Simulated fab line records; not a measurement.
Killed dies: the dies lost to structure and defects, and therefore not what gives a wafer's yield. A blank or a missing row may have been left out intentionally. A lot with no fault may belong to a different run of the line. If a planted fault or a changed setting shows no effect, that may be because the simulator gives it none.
Which tool is to blame? :: flow berkeley cmos170 :: 14 lots, 42 wafers sampled, at 4 steps of a route of 331

== WHAT EACH GAUGE READ, for each wafer ==
UCB170_NWELL_OVL_MEAS_12. Usual: NWELL_OVL typically reads 0 nm, with standard deviation 4.4.
lot: L250
measured: day 2 04:16
on: overlay-02
NWELL_OVL (nm): -3 5 -3
flag: 

lot: L251
measured: day 2 07:50
on: overlay-02
NWELL_OVL (nm): 2 0 1
flag: 

lot: L252
measured: day 2 16:32
on: overlay-01
NWELL_OVL (nm): -5 0 -7
flag: 

lot: L253
measured: day 2 16:38
on: overlay-02
NWELL_OVL (nm): -1 0 -2
flag: 

lot: L254
measured: day 3 02:13
on: overlay-02
NWELL_OVL (nm): 4 6 7
flag: 

lot: L255
measured: day 3 06:14
on: overlay-02
NWELL_OVL (nm): -1 -3 -1
flag: 

lot: L258
measured: day 3 18:34
on: overlay-01
NWELL_OVL (nm): 7 6 9
flag: 

lot: L259
measured: day 4 06:12
on: overlay-01
NWELL_OVL (nm): 0 -4 1
flag: 

lot: L261
measured: day 4 16:34
on: overlay-01
NWELL_OVL (nm): 3 5 4
flag: 

lot: L262
measured: day 4 16:44
on: overlay-02
NWELL_OVL (nm): 4 -5 -1
flag: 

lot: L270
measured: day 6 09:02
on: overlay-01
NWELL_OVL (nm): 2 -1 -8
flag: 

lot: L271
measured: day 6 15:01
on: overlay-01
NWELL_OVL (nm): -4 3 2
flag: 

lot: L272
measured: day 6 22:55
on: overlay-02
NWELL_OVL (nm): 3 3 2
flag: 

lot: L273
measured: day 6 23:04
on: overlay-01
NWELL_OVL (nm): -3 -3 2
flag: 

UCB170_M3_RS_MEAS_02: a four-point-probe measurement. Usual: M3_AL_RS typically reads 0.0323 ohm/sq, with standard deviation 0.00037.
lot: L250
measured: day 7 15:09
on: film metro-03
M3_AL_RS (ohm/sq): 0.0329 0.0326 0.0325
flag: 

lot: L251
measured: day 7 14:34
on: film metro-01
M3_AL_RS (ohm/sq): 0.0323 0.0319 0.0319
flag: 

lot: L252
measured: day 7 15:43
on: film metro-01
M3_AL_RS (ohm/sq): 0.0323 0.0326 0.0321
flag: 

lot: L253
measured: day 7 14:50
on: film metro-02
M3_AL_RS (ohm/sq): 0.0323 0.0326 0.0324
flag: 

lot: L254
measured: day 7 22:16
on: film metro-02
M3_AL_RS (ohm/sq): 0.0322 0.0322 0.0323
flag: 

lot: L255
measured: day 8 03:55
on: film metro-03
M3_AL_RS (ohm/sq): 0.0326 0.0326 0.0323
flag: 

lot: L258
measured: day 8 20:37
on: film metro-02
M3_AL_RS (ohm/sq): 0.0324 0.0316 0.0320
flag: 

lot: L261
measured: day 9 18:12
on: film metro-03
M3_AL_RS (ohm/sq): 0.0330 0.0326 0.0326
flag: 

lot: L270
measured: day 11 13:55
on: film metro-03
M3_AL_RS (ohm/sq): 0.0323 0.0327 0.0321
flag: 

lot: L271
measured: day 11 20:15
on: film metro-02
M3_AL_RS (ohm/sq): 0.0329 0.0324 0.0320
flag: 

lot: L272
measured: day 12 06:49
on: film metro-01
M3_AL_RS (ohm/sq): 0.0322 0.0317 0.0322
flag: 

lot: L273
measured: day 12 06:07
on: film metro-02
M3_AL_RS (ohm/sq): 0.0326 0.0319 0.0324
flag: 

UCB170_M3_THK_MEAS_03: measures by xrf. Usual: M3_AL_THK typically reads 921 nm, with standard deviation 12.
lot: L250
measured: day 7 15:15
on: film metro-03
M3_AL_THK (nm): 892 902 913
flag: 

lot: L251
measured: day 7 14:41
on: film metro-01
M3_AL_THK (nm): 927 935 944
flag: 

lot: L252
measured: day 7 15:50
on: film metro-01
M3_AL_THK (nm): 927 915 930
flag: 

lot: L253
measured: day 7 14:57
on: film metro-02
M3_AL_THK (nm): 926 920 924
flag: 

lot: L254
measured: day 7 22:23
on: film metro-02
M3_AL_THK (nm): 931 929 928
flag: 

lot: L255
measured: day 8 04:02
on: film metro-03
M3_AL_THK (nm): 912 915 915
flag: 

lot: L258
measured: day 8 20:43
on: film metro-02
M3_AL_THK (nm): 923 945 936
flag: 

lot: L261
measured: day 9 18:19
on: film metro-03
M3_AL_THK (nm): 897 914 910
flag: 

lot: L270
measured: day 11 14:02
on: film metro-03
M3_AL_THK (nm): 918 912 920
flag: 

lot: L271
measured: day 11 20:22
on: film metro-02
M3_AL_THK (nm): 902 914 932
flag: 

lot: L272
measured: day 12 06:56
on: film metro-01
M3_AL_THK (nm): 930 947 935
flag: 

lot: L273
measured: day 12 06:14
on: film metro-02
M3_AL_THK (nm): 913 938 922
flag: 

== WHICH TOOL RAN EACH LOT (tool, then ch and the chambers of the sampled wafers, then the start) ==
lot: L250
UCB170_GATE_STRIP_16: plasma asher-04 ch 0,1, day 6 02:34

lot: L251
UCB170_GATE_STRIP_16: plasma asher-03 ch 0,1, day 6 02:23

lot: L252
UCB170_GATE_STRIP_16: plasma asher-03 ch 0,1, day 6 02:43

lot: L253
UCB170_GATE_STRIP_16: plasma asher-02 ch 0,1, day 6 02:46

lot: L254
UCB170_GATE_STRIP_16: plasma asher-03 ch 0,1, day 6 13:10

lot: L255
UCB170_GATE_STRIP_16: plasma asher-03 ch 0,1, day 6 18:37

lot: L258
UCB170_GATE_STRIP_16: plasma asher-03 ch 0,1, day 7 06:40

lot: L259
UCB170_GATE_STRIP_16: plasma asher-04 ch 0,1, day 7 17:14

lot: L261
UCB170_GATE_STRIP_16: plasma asher-03 ch 0,1, day 8 01:43

lot: L262
UCB170_GATE_STRIP_16: plasma asher-04 ch 0,1, day 8 01:29

lot: L270
UCB170_GATE_STRIP_16: plasma asher-04 ch 0,1, day 10 04:27

lot: L271
UCB170_GATE_STRIP_16: plasma asher-03 ch 0,1, day 10 08:06

lot: L272
UCB170_GATE_STRIP_16: plasma asher-04 ch 0,1, day 10 19:46

lot: L273
UCB170_GATE_STRIP_16: plasma asher-03 ch 0,1, day 10 19:53
- UCB170_GATE_STRIP_16: strips in O2.

== WHAT THE TOOLS THEMSELVES READ (means of the sampled wafers that have a number; where no wafer has one, the mark that the record gives instead) ==
UCB170_GATE_STRIP_16. Usual: chamber pressure mTorr 3500 mTorr, standard deviation 3.2; drypump motor current A 5.7 A, standard deviation 0.55; oes product au 0.724 a.u., standard deviation 0.0048.
lot: L250
tool: plasma asher-04
chamber pressure mTorr (mTorr): 3499
drypump motor current A (A): 6.4
oes product au (a.u.): 0.724
flag: 

lot: L251
tool: plasma asher-03
chamber pressure mTorr (mTorr): 3497
drypump motor current A (A): 5.5
oes product au (a.u.): 0.726
flag: 

lot: L252
tool: plasma asher-03
chamber pressure mTorr (mTorr): 3499
drypump motor current A (A): 5.3
oes product au (a.u.): 0.729
flag: 

lot: L253
tool: plasma asher-02
chamber pressure mTorr (mTorr): 3499
drypump motor current A (A): 5.4
oes product au (a.u.): 0.723
flag: 

lot: L254
tool: plasma asher-03
chamber pressure mTorr (mTorr): 3498
drypump motor current A (A): 5.5
oes product au (a.u.): 0.722
flag: 

lot: L255
tool: plasma asher-03
chamber pressure mTorr (mTorr): 3501
drypump motor current A (A): 5.2
oes product au (a.u.): 0.719
flag: 

lot: L258
tool: plasma asher-03
chamber pressure mTorr (mTorr): 3499
drypump motor current A (A): 5.5
oes product au (a.u.): 0.727
flag: 

lot: L259
tool: plasma asher-04
chamber pressure mTorr (mTorr): -
drypump motor current A (A): -
oes product au (a.u.): -
flag: OFF

lot: L261
tool: plasma asher-03
chamber pressure mTorr (mTorr): 3501
drypump motor current A (A): 5.3
oes product au (a.u.): 0.720
flag: 

lot: L262
tool: plasma asher-04
chamber pressure mTorr (mTorr): -
drypump motor current A (A): -
oes product au (a.u.): -
flag: OFF

lot: L270
tool: plasma asher-04
chamber pressure mTorr (mTorr): 3501
drypump motor current A (A): 6.4
oes product au (a.u.): 0.726
flag: 

lot: L271
tool: plasma asher-03
chamber pressure mTorr (mTorr): 3501
drypump motor current A (A): 5.3
oes product au (a.u.): 0.724
flag: 

lot: L272
tool: plasma asher-04
chamber pressure mTorr (mTorr): 3499
drypump motor current A (A): 6.4
oes product au (a.u.): 0.723
flag: 

lot: L273
tool: plasma asher-03
chamber pressure mTorr (mTorr): 3500
drypump motor current A (A): 5.2
oes product au (a.u.): 0.723
flag: 

== THE ANSWER, worked out from the rows above alone ==
Rule: take the mean of a lot's wafers that have a number; if it is more than 3 standard deviations from the usual mean, the lot is off. Also off: a lot with no number at a reading for which 4 or more lots have one. All remaining lots with rows at the step are treated as sound. The gauges are gone through in route order, then the tools' own readings, and for those a lot's mean is taken as printed above. At the first step where some lot is off, the reading lying furthest off is the one used; lots without a number count as furthest.
Off, at UCB170_GATE_STRIP_16 on chamber pressure mTorr: L259, L262. Without a number there: L259, L262.
A tool fits if, at that step or a process step before it, it ran every lot that is off, and no sound lot after the first of them. Not one of the candidates tried fits.

== WHAT HAD BEEN PUT IN BY THE SIMULATOR ==
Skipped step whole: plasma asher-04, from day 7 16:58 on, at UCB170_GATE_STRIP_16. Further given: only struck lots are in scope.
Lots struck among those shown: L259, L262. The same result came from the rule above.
